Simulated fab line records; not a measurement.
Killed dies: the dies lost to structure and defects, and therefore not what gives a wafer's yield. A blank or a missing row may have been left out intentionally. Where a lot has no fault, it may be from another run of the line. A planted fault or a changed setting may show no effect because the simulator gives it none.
The tool behind it: which one? -- flow rit cmos -- 15 lots with 45 wafers sampled at 2 steps, on a route of 202 steps

== WHAT THE GAUGES READ, wafer by wafer ==
RIT_NWELL_TW_MEAS_10.
lot,measured,on,NWELL_TW
L597,day 1 23:03,film metro-03,2127 2115 2124
L599,day 2 08:28,film metro-01,2132 2145 2133
L600,day 2 12:58,film metro-01,2148 2139 2127
L601,day 2 17:38,film metro-01,2134 2142 2141
L602,day 2 23:55,film metro-03,2122 2108 2109
L603,day 3 02:55,film metro-04,2140 2130 2132
L604,day 3 12:05,film metro-01,2142 2132 2142
L605,day 3 15:49,film metro-04,2140 2137 2137
L607,day 4 02:02,film metro-01,2149 2150 2136
L609,day 4 10:34,film metro-03,2046 2046 2048
L610,day 4 15:59,film metro-03,2113 2097 2114
L611,day 5 00:37,film metro-04,2052 2050 2063
L612,day 5 02:40,film metro-04,2074 2068 2076
L619,day 6 13:03,film metro-04,2148 2126 2119
L620,day 6 17:59,film metro-04,2138 2134 2125

== TOOL THAT RAN EACH LOT (tool first, then ch and the chambers of the sampled wafers, then the start) ==
lot,RIT_NWELL_DEVELOP_05
L597,"litho track-04 ch 0, day 1 22:00"
L599,"litho track-01 ch 0, day 2 07:00"
L600,"litho track-04 ch 0, day 2 12:00"
L601,"litho track-03 ch 0, day 2 16:00"
L602,"litho track-01 ch 0, day 2 23:00"
L603,"litho track-03 ch 0, day 3 02:00"
L604,"litho track-04 ch 0, day 3 11:00"
L605,"litho track-04 ch 0, day 3 15:00"
L607,"litho track-04 ch 0, day 4 01:00"
L609,"litho track-04 ch 0, day 4 09:00"
L610,"litho track-03 ch 0, day 4 15:00"
L611,"litho track-04 ch 0, day 4 23:00"
L612,"litho track-04 ch 0, day 5 01:00"
L619,"litho track-01 ch 0, day 6 12:00"
L620,"litho track-01 ch 0, day 6 17:00"
- RIT_NWELL_DEVELOP_05: develop time 68 s.

== AS READ BY THE TOOLS THEMSELVES (means over the sampled wafers that have a number; for cases with no such wafer, the mark the record gives instead) ==
RIT_NWELL_DEVELOP_05.
lot,tool,developer temp C (C)
L597,litho track-04,22.93
L599,litho track-01,22.93
L600,litho track-04,23.03
L601,litho track-03,22.90
L602,litho track-01,22.93
L603,litho track-03,23.06
L604,litho track-04,23.00
L605,litho track-04,22.97
L607,litho track-04,23.07
L609,litho track-04,23.03
L610,litho track-03,22.93
L611,litho track-04,23.15
L612,litho track-04,22.83
L619,litho track-01,23.00
L620,litho track-01,23.05

== THE ANSWER, worked out from the rows above alone ==
Rule: the lots themselves supply what counts as usual. Put in order of their means at a reading, lots are off if they are a third of the lots or fewer, leave a main group of 4 or more, and stand apart from it by a gap of 3 or more times the standard deviation of the main group's means; of several such gaps the widest counts. Not used: any main group whose means are identical at the precision the tables above print for the reading. A lot without any number at a reading at which 4 lots or more have one is off too. Where the step has rows for the other lots, those lots are counted as sound. The gauges are gone through in route order, then the tools' own readings, and for those a lot's mean is taken as printed above. The first step at which some lot is off is used, and at that step the reading that is off furthest; a lot without a number counts as furthest.
Off: at RIT_NWELL_TW_MEAS_10 (NWELL_TW), L609, L611, L612. Mean 2131 and standard deviation 11 in the main group.
A tool fits if, at a process step before that reading, it ran every lot that is off, and no sound lot after the first of them. Gauges at RIT_NWELL_TW_MEAS_10: tried the same way as those tools. One fits: litho track-04 at RIT_NWELL_DEVELOP_05. A fault onset in the window from L607 (day 4 01:00, its last sound lot) to L609 (day 4 09:00, its first lot off) fits.

== WHAT WAS PUT IN BY THE SIMULATOR ==
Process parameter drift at RIT_NWELL_DEVELOP_05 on litho track-04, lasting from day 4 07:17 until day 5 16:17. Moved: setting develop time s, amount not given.
Shown lots that were struck: L609, L611, L612. The rule above found the same.
